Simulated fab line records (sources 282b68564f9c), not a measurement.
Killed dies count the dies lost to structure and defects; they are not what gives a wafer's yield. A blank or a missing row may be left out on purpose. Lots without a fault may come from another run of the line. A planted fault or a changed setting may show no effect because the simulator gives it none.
Comparing a struck lot with a sound one + flow ritCmos + 44 out of 202 route steps
Sound: wafers L924.1, L924.5, L924.6. Wafers struck: L933.1, L933.3, L933.4. At the end, the cause is stated.
Order at every step that has rows: each side's tool, ch and its chambers, its first start. Under that, the readings that differ: sound wafers + struck wafers + difference of the means + sigmas: that difference in standard deviations of wafers without a fault.
alike: readings whose means differ by less than 2 such deviations, and words and numbers that are the same on both sides. not compared: withheld readings, readings that some wafer has no value for, bounds like >300 that may hide the same value, and numbers for which the record gives no deviation and whose values overlap.
A row with sigmas, a row that says differs or no value, or rows on one side alone: a step with any of these is where the two part. Non-overlapping numbers with no deviation appear without sigmas and do not part them. A reading that every wafer of one side lacks parts them only if that side has two wafers or more.

first, 4 steps without rows for these wafers: RIT_PLDD_SOFTBAKE_02 (time 60 s); RIT_PLDD_EXPOSE_03 (exposes mask M8, target cd 40900 nm); RIT_PLDD_PEB_04; RIT_PLDD_DEVELOP_05 (develop time 50 s).
RIT_PLDD_OVL_MEAS_06:
  struck on overlay-02, day 6 15:25; sound on overlay-01, day 4 12:35
  alike: PLDD_OVL
then, 2 steps without rows for these wafers: RIT_PLDD_HARDBAKE_07 (time 60 s); RIT_PLDD_IMPLANT_08.
RIT_PLDD_STRIP_09: strips in O2, time 180 s.
  sound on plasmaAsher-04 ch 0,1, day 4 12:56; struck on plasmaAsher-02 ch 0,1, day 6 15:45
  alike: drypumpMotorCurrentA, rfReflPowerW
  not compared: rfHoursCounterH
RIT_PLDD_TW_MEAS_10:
  struck on filmMetro-04, day 6 15:56; sound on filmMetro-04, day 4 13:06
  alike: PLDD_TW
then, 3 steps without rows for these wafers: RIT_SPACER_CLEAN_00 (cleans in SC1, time 600 s); RIT_SPACER_CLEAN_01 (cleans in dHF, time 30 s); RIT_SPACER_CLEAN_02 (cleans in SC2, time 600 s).
RIT_SPACER_CVD_03: deposits Si3N4 from SiH2Cl2/NH3, target thk 250 nm, time 3300 s.
  sound on lpcvd-02 ch 0, day 4 14:49; struck on lpcvd-02 ch 1, day 6 16:21
| reading                                 | sound             | struck            | difference | sigmas |
|-----------------------------------------|-------------------|-------------------|------------|--------|
| spikeTcCentreC (C)                      | 812.7 810.4 813.7 | 815.0 816.2 814.3 | +2.9       | +2     |
| model.Si3N4_of_SPACER_CVD_03.thkNm (nm) | 247.3 249.6 251.1 | 271.3 270.6 272.6 | +22.2      |        |
  alike: nh3FlowSccm, sih2cl2FlowSccm, susceptorTempC
RIT_SPACER_THK_MEAS_04:
  struck on filmMetro-03, day 6 18:16; sound on filmMetro-02, day 4 16:44
| reading                 | sound             | struck            | difference | sigmas |
|-------------------------|-------------------|-------------------|------------|--------|
| SPACER_NITRIDE_THK (nm) | 247.2 249.5 251.1 | 271.3 270.3 272.8 | +22.2      | +10    |
RIT_SPACER_ETCHBACK_05: etches Si3N4 in SF6/CHF3, stops on SiO2, target depth 250 nm, time 240 s.
  sound on rieDiel-02 ch 0,3, day 4 16:47; struck on rieDiel-02 ch 1,2,3, day 6 18:20
| reading                 | sound             | struck            | difference | sigmas |
|-------------------------|-------------------|-------------------|------------|--------|
| oesProductAu (a.u.)     | 0.828 0.857 0.832 | 0.888 0.868 0.907 | +0.049     | +4     |
| model.etch.depthNm (nm) | 247.3 249.6 251.1 | 271.3 270.6 272.6 | +22.2      |        |
  alike: CHF3_flow_sccm, drypumpMotorCurrentA, rfFwdPowerW, throttleValvePct
  not compared: rfHoursCounterH
then, 6 steps without rows for these wafers: RIT_NSD_HMDS_00 (prime time 60 s); RIT_NSD_COAT_01 (resist thk 1000 nm); RIT_NSD_SOFTBAKE_02 (time 60 s); RIT_NSD_EXPOSE_03 (exposes mask M9, target cd 40700 nm); RIT_NSD_PEB_04; RIT_NSD_DEVELOP_05 (develop time 50 s).
RIT_NSD_OVL_MEAS_06:
  struck on overlay-02, day 6 19:20; sound on overlay-02, day 4 18:00
  alike: NSD_OVL
then, 2 steps without rows for these wafers: RIT_NSD_HARDBAKE_07 (time 60 s); RIT_NSD_IMPLANT_08.
RIT_NSD_STRIP_09: strips in O2, time 180 s.
  sound on plasmaAsher-03 ch 0,1, day 4 18:20; struck on plasmaAsher-02 ch 0,1, day 6 19:40
  alike: drypumpMotorCurrentA, rfReflPowerW
  not compared: rfHoursCounterH
RIT_NSD_TW_MEAS_10:
  struck on filmMetro-01, day 6 19:50; sound on filmMetro-01, day 4 18:31
  alike: NSD_TW
then, 6 steps without rows for these wafers: RIT_PSD_HMDS_00 (prime time 60 s); RIT_PSD_COAT_01 (resist thk 1000 nm); RIT_PSD_SOFTBAKE_02 (time 60 s); RIT_PSD_EXPOSE_03 (exposes mask M10, target cd 40900 nm); RIT_PSD_PEB_04; RIT_PSD_DEVELOP_05 (develop time 50 s).
RIT_PSD_OVL_MEAS_06:
  struck on overlay-02, day 6 20:45; sound on overlay-02, day 4 19:33
  alike: PSD_OVL
then, 2 steps without rows for these wafers: RIT_PSD_HARDBAKE_07 (time 60 s); RIT_PSD_IMPLANT_08.
RIT_PSD_STRIP_09: strips in O2, time 180 s.
  sound on plasmaAsher-04 ch 0,1, day 4 19:53; struck on plasmaAsher-01 ch 0,1, day 6 21:05
| reading                  | sound       | struck      | difference | sigmas |
|--------------------------|-------------|-------------|------------|--------|
| drypumpMotorCurrentA (A) | 6.2 6.1 6.3 | 5.0 5.5 5.0 | -1.0       | -2     |
  alike: rfReflPowerW
  not compared: rfHoursCounterH
RIT_PSD_TW_MEAS_10:
  struck on filmMetro-04, day 6 21:16; sound on filmMetro-01, day 4 20:04
  alike: PSD_TW
then, 3 steps without rows for these wafers: RIT_SDANNEAL_CLEAN_00 (cleans in SC1, time 600 s); RIT_SDANNEAL_CLEAN_01 (cleans in dHF, time 30 s); RIT_SDANNEAL_CLEAN_02 (cleans in SC2, time 600 s).
RIT_SDANNEAL_RTA_03: time 5 s.
  sound on rtpAnneal-02 ch 0, day 4 20:30; struck on rtpAnneal-01 ch 0, day 6 21:41
  alike: rampDownCPerS, rampUpCPerS, wafer_temp_C_max
RIT_SDANNEAL_RS_MEAS_04: uses a four-point probe to measure.
  struck on filmMetro-04, day 6 21:45; sound on filmMetro-03, day 4 20:34
| reading         | sound             | struck            | difference | sigmas |
|-----------------|-------------------|-------------------|------------|--------|
| PSD_RS (ohm/sq) | 115.6 116.0 116.0 | 116.5 116.3 116.9 | +0.7       | +2     |
RIT_SILICIDE_WET_ETCH_00: etches SiO2 in BOE, target depth 14 nm, time 15 s.
  sound on wetBench-03 ch 1, day 4 21:02; struck on wetBench-03 ch 0, day 6 22:14
| reading                                 | sound             | struck            | difference | sigmas |
|-----------------------------------------|-------------------|-------------------|------------|--------|
| model.Si3N4_of_SPACER_CVD_03.thkNm (nm) | 192.9 193.6 195.5 | 210.7 211.7 212.6 | +17.7      |        |
RIT_M1_PROBE_99:
  struck on prober-01, day 7 05:07; sound on prober-02, day 5 04:03
| reading          | sound | struck   | difference | sigmas |
|------------------|-------|----------|------------|--------|
| killedAtFrontEnd | 8 5 5 | 11 15 13 | +7         | +2     |
| killedDies       | 8 5 5 | 11 15 13 | +7         | +2     |
  alike: killedOpen, killedShort

WHERE THEY PART
First at RIT_SPACER_CVD_03; last, within this record, at RIT_M1_PROBE_99.

WHY: the cause the simulator had injected
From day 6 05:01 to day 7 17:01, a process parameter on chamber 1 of lpcvd-02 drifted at RIT_SPACER_CVD_03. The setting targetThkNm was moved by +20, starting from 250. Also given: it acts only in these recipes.
